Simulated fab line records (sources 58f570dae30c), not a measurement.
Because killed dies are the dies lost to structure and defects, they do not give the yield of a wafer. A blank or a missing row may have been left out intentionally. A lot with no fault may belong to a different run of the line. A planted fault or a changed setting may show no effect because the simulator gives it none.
fab line records + flow berkeleyCmos170
record
- lots=14
- wafers=42
- lastDay=13
route steps=331 shown M2@288 V2@295 M3@325
lots untouched by any fault: they come from a run of this same line in which no faults occurred
startH: the number of hours between the record's first day and the start of the first shown wafer of the lot + waitH: how many hours have passed since the lot's step before this one + " the same as in the row above + L1.1+2: a row that stands for several wafers + - value missing, or start not given + * or withheld: withheld + < > ~ a bound
route shown NAME@n: names a module that has steps shown in the file, with the first one's number in the route + usual: the fault-free wafers' mean and standard deviation + same: alike in all rows + chamber/n: place in a boat + sites: per-site readings + _std_site: standard deviation of those values + _edge_site: inner sites' mean taken away from outer sites' mean + radiusMm: for every site, how far away it sits from the centre of the wafer + mask NAME#n: copy n + behind: tool/chamber where the wafer was last shaped + hold: the reason the lot was held/the length of the hold in hours/how it ended + device: names the non-switching transistor (n, p or np) + end of line: at the end of the route, the tests of the same wafers + a step with no rows: only its recipe + killed: not the wafer's yield, but the dies lost to structure and defects at the first sort + map: per-die view of a wafer (x killed, . not killed, _ where there is no die)
set.NAME: the setting as run; set.NAME@STEP: as run at that earlier step + model.NAME: the simulator's own value behind a step, which no gauge read
the route's steps for a sample of lots (tables are steps, rows are wafers)
services: a tool's chamber out of use, with start hour (startH, from the record's first day; less than 0 if before it), hours out, and reason
## steps
# step UCB170_M2_ETCH_17
# recipe
- chemistry=N2/H2
- targetDepthA=withheld
- overetchA=withheld
- target=BARC
- timeS=withheld
- sourceW=500
- biasW=100
- pressureMtorr=30
- n2FlowSccm=100
- h2FlowSccm=200
# usual
- chamberPressureMTorr=30.008/0.027
- drypumpMotorCurrentA=5.7/0.66
- oesProductAu=0.996/0.013
- throttleValvePct=13.21/0.15
| lot.wafer | tool       | chamber | startH | waitH | chamberPressureMTorr | drypumpMotorCurrentA | oesProductAu | throttleValvePct |
|-----------|------------|---------|--------|-------|----------------------|----------------------|--------------|------------------|
| L224.2    | rieDiel-01 | 1       | 173.66 | 0.0   | 30.009               | 4.8                  | 0.985        | 13.36            |
| L224.5    | "          | 3       | "      | "     | 30.012               | 4.8                  | 0.994        | 13.39            |
| L224.6    | "          | 2       | "      | "     | 30.038               | 5.5                  | 0.994        | 13.08            |
| L226.1    | rieDiel-04 | 2       | 191.95 | 0.0   | 29.962               | 6.5                  | 1.015        | 13.15            |
| L226.2    | "          | 0       | "      | "     | 30.004               | 6.4                  | 0.995        | 13.10            |
| L226.4    | "          | 3       | "      | "     | 29.999               | 5.1                  | 0.988        | 13.37            |
| L227.1    | rieDiel-02 | 3       | 192.30 | 0.0   | 30.024               | 5.7                  | 0.976        | 13.15            |
| L227.2    | "          | 2       | "      | "     | 29.976               | 4.8                  | 0.988        | 13.42            |
| L227.3    | "          | 1       | "      | "     | 30.083               | 6.4                  | 0.987        | 13.10            |
| L228.2    | rieDiel-01 | 2       | 192.95 | 0.0   | 29.975               | 5.5                  | 0.981        | 13.10            |
| L228.3    | "          | 3       | "      | "     | 30.020               | 4.8                  | 0.996        | 13.40            |
| L228.4    | "          | 0       | "      | "     | 30.038               | 6.4                  | 1.028        | 12.95            |
| L225.1    | rieDiel-02 | 3       | 193.91 | 0.0   | 29.987               | 5.7                  | 0.997        | 13.15            |
| L225.4    | "          | 2       | "      | "     | 29.993               | 4.7                  | 0.997        | 13.43            |
| L225.5    | "          | 3       | "      | "     | 29.964               | 5.7                  | 0.992        | 13.15            |
| L229.1    | rieDiel-01 | 3       | 208.82 | 0.0   | 29.933               | 4.9                  | 0.982        | 13.39            |
| L229.2    | "          | 1       | "      | "     | 29.991               | 4.8                  | 0.992        | 13.35            |
| L229.6    | "          | 0       | "      | "     | 30.011               | 6.4                  | 1.029        | 12.97            |
| L230.1    | rieDiel-04 | 0       | 217.37 | 0.0   | 30.034               | 6.4                  | 0.983        | 13.11            |
| L230.4    | "          | 3       | "      | "     | 30.023               | 5.1                  | 0.989        | 13.35            |
| L230.6    | "          | 0       | "      | "     | 30.010               | 6.4                  | 0.975        | 13.08            |
| L231.1    | rieDiel-04 | 0       | 219.84 | 0.0   | 30.019               | 6.4                  | 0.977        | 13.09            |
| L231.2    | "          | 1       | "      | "     | 29.987               | 5.4                  | 1.000        | 13.38            |
| L231.4    | "          | 3       | "      | "     | 29.998               | 5.1                  | 0.975        | 13.34            |
| L233.1    | rieDiel-04 | 0       | 233.00 | 0.0   | 29.996               | 6.4                  | 0.991        | 13.09            |
| L233.4    | "          | 1       | "      | "     | 30.030               | 5.4                  | 1.013        | 13.40            |
| L233.5    | "          | 2       | "      | "     | 30.013               | 6.5                  | 1.024        | 13.17            |
| L235.1    | rieDiel-04 | 1       | 234.41 | 0.0   | 29.957               | 5.4                  | 1.019        | 13.40            |
| L235.2    | "          | 3       | "      | "     | 29.974               | 5.1                  | 0.993        | 13.36            |
| L235.6    | "          | 3       | "      | "     | 30.017               | 5.1                  | 0.983        | 13.34            |
| L238.1    | rieDiel-01 | 2       | 250.20 | 0.0   | 30.022               | 5.5                  | 0.990        | 13.08            |
| L238.2    | "          | 1       | "      | "     | 30.030               | 4.8                  | 0.999        | 13.36            |
| L238.6    | "          | 2       | "      | "     | 29.976               | 5.5                  | 0.987        | 13.10            |
| L242.2    | rieDiel-01 | 1       | 280.66 | 0.0   | 30.006               | 4.8                  | 0.995        | 13.35            |
| L242.3    | "          | 0       | "      | "     | 30.014               | 6.4                  | 1.001        | 12.94            |
| L242.5    | "          | 0       | "      | "     | 30.014               | 6.5                  | 0.991        | 12.95            |
| L244.1    | rieDiel-04 | 3       | 281.51 | 0.0   | 30.026               | 5.1                  | 0.978        | 13.35            |
| L244.4    | "          | 0       | "      | "     | 30.016               | 6.3                  | 0.986        | 13.10            |
| L244.6    | "          | 2       | "      | "     | 29.979               | 6.5                  | 1.016        | 13.16            |
| L245.4    | rieDiel-01 | 2       | 295.24 | 0.0   | 30.005               | 5.5                  | 0.984        | 13.09            |
| L245.5    | "          | 3       | "      | "     | 30.018               | 4.8                  | 0.996        | 13.39            |
| L245.6    | "          | 0       | "      | "     | 29.987               | 6.4                  | 0.994        | 12.92            |
# step UCB170_V2_BOW_MEAS_03
# recipe
- mode=bow
# usual
- V2_BOW=38/6.4
| lot.wafer | tool         | chamber | startH | waitH | V2_BOW[um] |
|-----------|--------------|---------|--------|-------|------------|
| L224.2    | filmMetro-03 | -       | 174.68 | 0.2   | 47         |
| L224.5    | "            | -       | "      | "     | 40         |
| L224.6    | "            | -       | "      | "     | 42         |
| L226.1    | filmMetro-04 | -       | 192.92 | 0.2   | 37         |
| L226.2    | "            | -       | "      | "     | 33         |
| L226.4    | "            | -       | "      | "     | 26         |
| L227.1    | filmMetro-02 | -       | 193.27 | 0.2   | 34         |
| L227.2    | "            | -       | "      | "     | 42         |
| L227.3    | "            | -       | "      | "     | 39         |
| L228.2    | filmMetro-02 | -       | 193.94 | 0.3   | 52         |
| L228.3    | "            | -       | "      | "     | 40         |
| L228.4    | "            | -       | "      | "     | 52         |
| L225.1    | filmMetro-03 | -       | 194.88 | 0.2   | 51         |
| L225.4    | "            | -       | "      | "     | 30         |
| L225.5    | "            | -       | "      | "     | 40         |
| L229.1    | filmMetro-03 | -       | 209.78 | 0.1   | 47         |
| L229.2    | "            | -       | "      | "     | 47         |
| L229.6    | "            | -       | "      | "     | 29         |
| L230.1    | filmMetro-02 | -       | 218.33 | 0.2   | 49         |
| L230.4    | "            | -       | "      | "     | 51         |
| L230.6    | "            | -       | "      | "     | 44         |
| L231.1    | filmMetro-03 | -       | 223.01 | 0.1   | 33         |
| L231.2    | "            | -       | "      | "     | 36         |
| L231.4    | "            | -       | "      | "     | 43         |
| L233.1    | filmMetro-04 | -       | 233.96 | 0.1   | 39         |
| L233.4    | "            | -       | "      | "     | 44         |
| L233.5    | "            | -       | "      | "     | 43         |
| L235.1    | filmMetro-04 | -       | 236.30 | 0.2   | 43         |
| L235.2    | "            | -       | "      | "     | 36         |
| L235.6    | "            | -       | "      | "     | 29         |
| L238.1    | filmMetro-04 | -       | 251.19 | 0.1   | 44         |
| L238.2    | "            | -       | "      | "     | 34         |
| L238.6    | "            | -       | "      | "     | 40         |
| L242.2    | filmMetro-03 | -       | 281.65 | 0.3   | 39         |
| L242.3    | "            | -       | "      | "     | 25         |
| L242.5    | "            | -       | "      | "     | 29         |
| L244.1    | filmMetro-03 | -       | 282.47 | 0.1   | 31         |
| L244.4    | "            | -       | "      | "     | 42         |
| L244.6    | "            | -       | "      | "     | 47         |
| L245.4    | filmMetro-04 | -       | 296.26 | 0.2   | 47         |
| L245.5    | "            | -       | "      | "     | 32         |
| L245.6    | "            | -       | "      | "     | 44         |
# step UCB170_M3_OVL_MEAS_16
# usual
- M3_OVL=0/4.9
| lot.wafer | tool       | chamber | startH | waitH | M3_OVL[nm] |
|-----------|------------|---------|--------|-------|------------|
| L224.2    | overlay-02 | -       | 179.20 | 0.1   | 3          |
| L224.5    | "          | -       | "      | "     | -1         |
| L224.6    | "          | -       | "      | "     | -4         |
| L226.1    | overlay-02 | -       | 197.41 | 0.1   | 7          |
| L226.2    | "          | -       | "      | "     | 5          |
| L226.4    | "          | -       | "      | "     | 3          |
| L227.1    | overlay-01 | -       | 198.12 | 0.1   | 1          |
| L227.2    | "          | -       | "      | "     | 3          |
| L227.3    | "          | -       | "      | "     | -2         |
| L228.2    | overlay-01 | -       | 198.79 | 0.1   | 12         |
| L228.3    | "          | -       | "      | "     | 1          |
| L228.4    | "          | -       | "      | "     | 4          |
| L225.1    | overlay-01 | -       | 199.57 | 0.1   | -3         |
| L225.4    | "          | -       | "      | "     | -5         |
| L225.5    | "          | -       | "      | "     | 4          |
| L229.1    | overlay-02 | -       | 213.55 | 0.1   | -5         |
| L229.2    | "          | -       | "      | "     | -6         |
| L229.6    | "          | -       | "      | "     | 4          |
| L230.1    | overlay-02 | -       | 225.63 | 0.1   | -10        |
| L230.4    | "          | -       | "      | "     | -11        |
| L230.6    | "          | -       | "      | "     | -7         |
| L231.1    | overlay-02 | -       | 228.57 | 0.1   | 3          |
| L231.2    | "          | -       | "      | "     | -1         |
| L231.4    | "          | -       | "      | "     | 7          |
| L233.1    | overlay-01 | -       | 238.24 | 0.1   | -15        |
| L233.4    | "          | -       | "      | "     | -10        |
| L233.5    | "          | -       | "      | "     | -10        |
| L235.1    | overlay-01 | -       | 240.74 | 0.1   | -6         |
| L235.2    | "          | -       | "      | "     | 4          |
| L235.6    | "          | -       | "      | "     | 4          |
| L238.1    | overlay-01 | -       | 255.75 | 0.1   | 6          |
| L238.2    | "          | -       | "      | "     | 4          |
| L238.6    | "          | -       | "      | "     | 7          |
| L242.2    | overlay-01 | -       | 285.40 | 0.1   | 2          |
| L242.3    | "          | -       | "      | "     | -1         |
| L242.5    | "          | -       | "      | "     | 0          |
| L244.1    | overlay-01 | -       | 287.06 | 0.1   | -7         |
| L244.4    | "          | -       | "      | "     | -9         |
| L244.6    | "          | -       | "      | "     | -2         |
| L245.4    | overlay-02 | -       | 300.13 | 0.1   | 0          |
| L245.5    | "          | -       | "      | "     | 1          |
| L245.6    | "          | -       | "      | "     | 0          |
# step UCB170_M3_METAL_ETCH_18
# recipe
- chemistry=Cl2/BCl3
- target=Al
- stopOn=SiO2
- pressureMtorr=12
- targetDepthA=11700
- overEtchFrac=0.3
- timeS=195
- icpW=600
- biasW=122
- Cl2_flow_sccm=90
- bcl3FlowSccm=45
# usual
- chamberPressureMTorr=12.000/0.0099
- drypumpMotorCurrentA=5.8/0.39
- heBacksideLeakSccm=3.32/0.19
- oesProductAu=0.861/0.012
- runLengthS=223.2/0.81
- throttleValvePct=24.51/0.12
| lot.wafer | tool        | chamber | startH | waitH | chamberPressureMTorr | drypumpMotorCurrentA | heBacksideLeakSccm | oesProductAu | rfHoursCounterH | runLengthS | throttleValvePct |
|-----------|-------------|---------|--------|-------|----------------------|----------------------|--------------------|--------------|-----------------|------------|------------------|
| L224.2    | rieMetal-02 | 0       | 179.34 | -     | 12.017               | 6.1                  | 3.43               | 0.863        | -               | 223.1      | 24.46            |
| L224.5    | "           | 0       | "      | "     | 12.012               | 6.1                  | 3.32               | 0.862        | -               | 222.6      | 24.43            |
| L224.6    | "           | 0       | "      | "     | 12.008               | 6.1                  | 3.48               | 0.867        | -               | 222.5      | 24.43            |
| L226.1    | rieMetal-04 | 1       | 197.48 | -     | 12.006               | 6.1                  | 3.52               | 0.862        | 9               | 222.4      | 24.25            |
| L226.2    | "           | 0       | "      | "     | 12.000               | 6.0                  | 3.24               | 0.858        | 10              | 223.4      | 24.52            |
| L226.4    | "           | 0       | "      | "     | 12.009               | 6.0                  | 3.20               | 0.855        | -               | 223.5      | 24.51            |
| L227.1    | rieMetal-03 | 0       | 198.20 | -     | 11.988               | 4.9                  | 3.16               | 0.863        | 2               | 223.8      | 24.67            |
| L227.2    | "           | 1       | "      | "     | 11.999               | 5.6                  | 3.03               | 0.863        | 4               | 222.4      | 24.59            |
| L227.3    | "           | 0       | "      | "     | 12.012               | 4.9                  | 3.01               | 0.866        | -               | 223.4      | 24.66            |
| L228.2    | rieMetal-02 | 1       | 198.87 | -     | 11.977               | 5.8                  | 3.33               | 0.838        | 5               | 223.3      | 24.59            |
| L228.3    | "           | 0       | "      | "     | 12.012               | 6.1                  | 3.43               | 0.847        | -               | 222.8      | 24.45            |
| L228.4    | "           | 1       | "      | "     | 12.009               | 5.8                  | 3.43               | 0.841        | -               | 223.0      | 24.61            |
| L225.1    | rieMetal-03 | 1       | 199.65 | -     | 12.009               | 5.7                  | 3.29               | 0.850        | 4               | 223.0      | 24.60            |
| L225.4    | "           | 0       | "      | "     | 12.002               | 4.9                  | 3.39               | 0.863        | -               | 223.1      | 24.66            |
| L225.5    | "           | 0       | "      | "     | 12.007               | 4.9                  | 2.78               | 0.866        | -               | 223.6      | 24.64            |
| L229.1    | rieMetal-02 | 0       | 213.63 | -     | 12.000               | 6.1                  | 3.42               | 0.868        | 3               | 222.3      | 24.44            |
| L229.2    | "           | 1       | "      | "     | 12.001               | 5.8                  | 3.27               | 0.845        | 5               | 223.3      | 24.60            |
| L229.6    | "           | 1       | "      | "     | 12.003               | 5.8                  | 3.34               | 0.858        | -               | 223.3      | 24.58            |
| L230.1    | rieMetal-04 | 0       | 225.71 | -     | 12.009               | 6.0                  | 3.39               | 0.869        | 10              | 223.3      | 24.50            |
| L230.4    | "           | 0       | "      | "     | 12.016               | 5.9                  | 3.44               | 0.865        | -               | 223.5      | 24.51            |
| L230.6    | "           | 0       | "      | "     | 12.000               | 6.0                  | 3.28               | 0.857        | -               | 223.3      | 24.50            |
| L231.1    | rieMetal-04 | 0       | 228.65 | -     | 12.004               | 6.0                  | 2.98               | 0.874        | 11              | 223.3      | 24.49            |
| L231.2    | "           | 0       | "      | "     | 11.994               | 6.0                  | 3.11               | 0.871        | -               | 223.6      | 24.48            |
| L231.4    | "           | 0       | "      | "     | 12.010               | 5.9                  | 3.25               | 0.875        | -               | 223.8      | 24.50            |
| L233.1    | rieMetal-04 | 0       | 238.32 | -     | 11.984               | 6.0                  | 3.52               | 1.006        | 11              | 186.0      | 24.43            |
| L233.4    | "           | 1       | "      | "     | 12.005               | 6.1                  | 3.53               | 0.880        | -               | 222.7      | 24.26            |
| L233.5    | "           | 0       | "      | "     | 12.011               | 6.0                  | 3.45               | 0.989        | -               | 186.2      | 24.44            |
| L235.1    | rieMetal-02 | 1       | 240.82 | -     | 12.005               | 5.8                  | 3.49               | 0.844        | 6               | 223.2      | 24.59            |
| L235.2    | "           | 0       | "      | "     | 12.000               | 6.1                  | 3.20               | 0.859        | 4               | 222.6      | 24.44            |
| L235.6    | "           | 1       | "      | "     | 12.006               | 5.8                  | 3.37               | 0.844        | -               | 223.3      | 24.59            |
| L238.1    | rieMetal-04 | 1       | 255.83 | -     | 11.985               | 6.1                  | 3.74               | 0.867        | 10              | 222.6      | 24.26            |
| L238.2    | "           | 0       | "      | "     | 12.000               | 6.0                  | 3.26               | 1.000        | 12              | 186.4      | 24.44            |
| L238.6    | "           | 0       | "      | "     | 12.007               | 5.9                  | 3.16               | 0.984        | -               | 185.9      | 24.44            |
| L242.2    | rieMetal-02 | 0       | 285.47 | -     | 12.003               | 6.1                  | 3.40               | 0.860        | 5               | 222.9      | 24.44            |
| L242.3    | "           | 1       | "      | "     | 12.005               | 5.8                  | 3.44               | 0.832        | -               | 223.4      | 24.60            |
| L242.5    | "           | 0       | "      | "     | 11.987               | 6.1                  | 3.40               | 0.858        | -               | 222.3      | 24.44            |
| L244.1    | rieMetal-03 | 1       | 287.14 | -     | 12.000               | 5.7                  | 3.26               | 0.860        | 6               | 222.5      | 24.60            |
| L244.4    | "           | 0       | "      | "     | 11.980               | 5.0                  | 2.96               | 0.872        | -               | 223.1      | 24.66            |
| L244.6    | "           | 1       | "      | "     | 12.003               | 5.7                  | 3.16               | 0.850        | -               | 222.4      | 24.60            |
| L245.4    | rieMetal-03 | 0       | 300.26 | -     | 11.993               | 4.9                  | 3.38               | 0.874        | -               | 223.2      | 24.65            |
| L245.5    | "           | 0       | "      | "     | 12.000               | 4.9                  | 3.37               | 0.868        | -               | 223.4      | 24.64            |
| L245.6    | "           | 1       | "      | "     | 12.006               | 5.7                  | 2.97               | 0.861        | -               | 222.4      | 24.59            |
# step UCB170_M3_STRIP_19
# recipe
- chemistry=O2
- powerW=400
- pressureMtorr=3500
- platenTempC=withheld
- o2FlowSccm=400
- overashFraction=0.5
# usual
- chamberPressureMTorr=3501/16
- drypumpMotorCurrentA=5.8/0.35
- o2FlowSccm=399.9/1.2
- oesProductAu=0.550/0.015
| lot.wafer | tool           | chamber | startH | waitH | chamberPressureMTorr | drypumpMotorCurrentA | o2FlowSccm | oesProductAu | rfHoursCounterH |
|-----------|----------------|---------|--------|-------|----------------------|----------------------|------------|--------------|-----------------|
| L224.2    | plasmaAsher-01 | 1       | 179.65 | 0.2   | 3497                 | 5.3                  | 398.3      | 0.574        | 45              |
| L224.5    | "              | 0       | "      | "     | 3500                 | 6.0                  | 400.7      | 0.574        | -               |
| L224.6    | "              | 1       | "      | "     | 3499                 | 5.3                  | 397.5      | 0.576        | -               |
| L226.1    | plasmaAsher-01 | 1       | 197.67 | 0.1   | 3501                 | 5.3                  | 400.3      | 0.550        | 47              |
| L226.2    | "              | 0       | "      | "     | 3501                 | 6.0                  | 400.8      | 0.548        | 47              |
| L226.4    | "              | 1       | "      | "     | 3499                 | 5.3                  | 399.1      | 0.564        | -               |
| L227.1    | plasmaAsher-02 | 0       | 198.39 | 0.1   | 3502                 | 6.3                  | 398.1      | 0.526        | 43              |
| L227.2    | "              | 1       | "      | "     | 3502                 | 5.7                  | 400.6      | 0.560        | 43              |
| L227.3    | "              | 1       | "      | "     | 3501                 | 5.7                  | 404.0      | 0.530        | -               |
| L228.2    | plasmaAsher-01 | 0       | 199.05 | 0.1   | 3502                 | 6.0                  | 400.0      | 0.535        | 47              |
| L228.3    | "              | 0       | "      | "     | 3493                 | 6.0                  | 400.4      | 0.568        | -               |
| L228.4    | "              | 1       | "      | "     | 3502                 | 5.3                  | 401.1      | 0.534        | -               |
| L225.1    | plasmaAsher-02 | 0       | 199.83 | 0.1   | 3498                 | 6.4                  | 398.6      | 0.558        | 43              |
| L225.4    | "              | 0       | "      | "     | 3500                 | 6.4                  | 400.4      | 0.523        | -               |
| L225.5    | "              | 1       | "      | "     | 3505                 | 5.7                  | 400.3      | 0.532        | -               |
| L229.1    | plasmaAsher-02 | 0       | 213.81 | 0.1   | 3501                 | 6.4                  | 399.9      | 0.565        | 44              |
| L229.2    | "              | 1       | "      | "     | 3500                 | 5.8                  | 401.1      | 0.546        | 44              |
| L229.6    | "              | 1       | "      | "     | 3498                 | 5.8                  | 401.9      | 0.548        | -               |
| L230.1    | plasmaAsher-01 | 0       | 226.08 | 0.3   | 3503                 | 6.0                  | 397.5      | 0.550        | 50              |
| L230.4    | "              | 1       | "      | "     | 3492                 | 5.3                  | 399.1      | 0.556        | -               |
| L230.6    | "              | 1       | "      | "     | 3502                 | 5.3                  | 401.3      | 0.557        | -               |
| L231.1    | plasmaAsher-03 | 0       | 229.02 | 0.3   | 3498                 | 5.6                  | 401.0      | 0.548        | 12              |
| L231.2    | "              | 1       | "      | "     | 3504                 | 5.6                  | 399.6      | 0.550        | 12              |
| L231.4    | "              | 1       | "      | "     | 3503                 | 5.5                  | 399.6      | 0.544        | -               |
| L233.1    | plasmaAsher-01 | 0       | 238.51 | 0.1   | 3690                 | 6.0                  | 400.6      | 0.687        | 51              |
| L233.4    | "              | 0       | "      | "     | 3506                 | 6.0                  | 400.1      | 0.543        | -               |
| L233.5    | "              | 1       | "      | "     | 3501                 | 5.3                  | 401.0      | 0.683        | -               |
| L235.1    | plasmaAsher-01 | 0       | 241.01 | 0.1   | 3498                 | 6.0                  | 398.6      | 0.540        | 52              |
| L235.2    | "              | 1       | "      | "     | 3498                 | 5.3                  | 399.5      | 0.573        | 52              |
| L235.6    | "              | 0       | "      | "     | 3499                 | 6.0                  | 402.5      | 0.533        | -               |
| L238.1    | plasmaAsher-02 | 0       | 256.01 | 0.1   | 3504                 | 6.4                  | 399.6      | 0.548        | 48              |
| L238.2    | "              | 1       | "      | "     | 3504                 | 5.7                  | 400.2      | 0.685        | 48              |
| L238.6    | "              | 1       | "      | "     | 3498                 | 5.7                  | 400.6      | 0.687        | -               |
| L242.2    | plasmaAsher-02 | 0       | 285.66 | 0.1   | 3493                 | 6.4                  | 399.9      | 0.579        | 52              |
| L242.3    | "              | 1       | "      | "     | 3497                 | 5.7                  | 401.6      | 0.572        | -               |
| L242.5    | "              | 0       | "      | "     | 3500                 | 6.3                  | 399.4      | 0.593        | -               |
| L244.1    | plasmaAsher-01 | 1       | 287.33 | 0.1   | 3498                 | 5.3                  | 399.6      | 0.537        | 57              |
| L244.4    | "              | 1       | "      | "     | 3497                 | 5.3                  | 400.3      | 0.520        | -               |
| L244.6    | "              | 1       | "      | "     | 3498                 | 5.3                  | 399.2      | 0.537        | -               |
| L245.4    | plasmaAsher-02 | 0       | 300.41 | 0.1   | 3503                 | 6.4                  | 398.0      | 0.530        | -               |
| L245.5    | "              | 0       | "      | "     | 3501                 | 6.3                  | 398.3      | 0.522        | -               |
| L245.6    | "              | 1       | "      | "     | 3504                 | 5.7                  | 399.1      | 0.539        | -               |
## services
| tool           | chamber | startH | hours | kind          |
|----------------|---------|--------|-------|---------------|
| rieMetal-02    | 1       | 171.40 | 8.6   | repair        |
| rieDiel-02     | -       | 172.64 | 2.8   | pm            |
| rieDiel-04     | 1       | 174.25 | 3.1   | repair        |
| rieDiel-04     | -       | 195.02 | 15.6  | pm            |
| rieDiel-02     | 2       | 204.85 | -     | clean         |
| rieDiel-02     | 2       | 204.85 | 17.8  | scheduledDown |
| rieDiel-02     | 2       | 204.85 | 17.8  | ventCycle     |
| rieDiel-02     | 1       | 207.48 | 3.6   | repair        |
| plasmaAsher-02 | -       | 220.74 | 6.0   | repair        |
| rieDiel-04     | 0       | 222.63 | 2.7   | repair        |
| rieMetal-04    | 1       | 224.54 | 4.2   | repair        |
| rieDiel-01     | 0       | 228.48 | -     | clean         |
| rieDiel-01     | 0       | 228.48 | 19.2  | scheduledDown |
| rieDiel-01     | 0       | 228.48 | 19.2  | ventCycle     |
| rieMetal-02    | 1       | 229.13 | 1.9   | repair        |
| rieDiel-04     | 1       | 243.02 | 8.8   | repair        |
| rieDiel-04     | 0       | 247.68 | 3.8   | repair        |
| rieDiel-01     | 1       | 256.85 | 9.6   | repair        |
| plasmaAsher-03 | -       | 265.03 | 10.4  | repair        |
| rieMetal-02    | 0       | 273.05 | 5.2   | repair        |
| rieMetal-04    | 1       | 290.10 | -     | clean         |
## key
firstSign
- step=UCB170_M3_METAL_ETCH_18
- reading=runLengthS
- direction=down
- sigmas=46
- usual=*
- struck=*
effect
- step=UCB170_M3_METAL_ETCH_18
- reading=oesProductAu
- direction=up
- sigmas=11
- usual=0.861
- struck=0.995
effect
- step=UCB170_M3_STRIP_19
- reading=oesProductAu
- direction=up
- sigmas=8.8
- usual=0.550
- struck=0.685
metAt UCB170_M3_METAL_ETCH_18
struckLots L233,L238
struckWafers L233.1,L233.5,L238.2,L238.6
sortLeftOut L233.1,L233.5,L238.2,L238.6
notActingAt UCB170_M2_ETCH_17,UCB170_V2_BOW_MEAS_03,UCB170_M3_OVL_MEAS_16
onsetBetween 228.65 238.32
fault
- kind=processParameterDrift
- tool=rieMetal-04
- chamber=0
- onsetH=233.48
- steps=UCB170_M3_METAL_ETCH_18
- channel=timeS
- offset=*
- shape=step
- endH=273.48
- actsIn=*
- stated=*
# sortLeftOut: the simulated sort isn't trusted on such a fault, so these wafers' sort isn't shown, and their yield isn't known
